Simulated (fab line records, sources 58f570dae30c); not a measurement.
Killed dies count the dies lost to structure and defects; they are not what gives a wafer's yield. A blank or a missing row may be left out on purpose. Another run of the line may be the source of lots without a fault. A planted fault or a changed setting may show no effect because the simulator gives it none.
Chamber matching -- flow berkeley_cmos170 -- UCB170_PWELL_ETCH_14 on rie_diel-04 has 4 sister chambers
The step etches Si3N4 in CH3F/Ar/O2, stops on SiO2, target depth 242 nm, time 151 s. 4 wafers are shown with their chamber, then 8 later ones without.

EACH WAFER AND ITS CHAMBER
wafer,chamber,throttle_valve_pct (%)
L918.1,3,7.86
L918.3,2,7.98
L918.4,1,7.88
L923.1,0,8.28

WAFERS MISSING THEIR CHAMBER
wafer,throttle_valve_pct (%)
L923.4,7.96
L923.5,7.88
L926.1,7.98
L926.5,7.85
L926.6,7.98
L929.2,7.99
L929.4,7.98
L929.6,8.29

WHICH CHAMBER EACH WENT THROUGH
wafer,from the rows above,in truth
L923.4,2,2
L923.5,1,1
L926.1,2,2
L926.5,3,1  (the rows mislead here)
L926.6,2,2
L929.2,2,2
L929.4,2,2
L929.6,0,0
Correct placement for 7 of the 8. From these rows, 0 cannot be placed. 1 placed wrongly.
How it was worked out, from the rows above alone: a wafer's distance from a chamber is the root of the sum, over the readings, of the square of ((its reading less the chamber's mean) divided by the reading's scatter). The wafer belongs to the nearest chamber; if the next one is less than 2 further off, it can't be placed. The mean given for a chamber averages the wafers shown for that chamber. The scatter: with one shown wafer a chamber, the root of the mean of the squares of how far each hidden wafer lies from its nearest shown one.
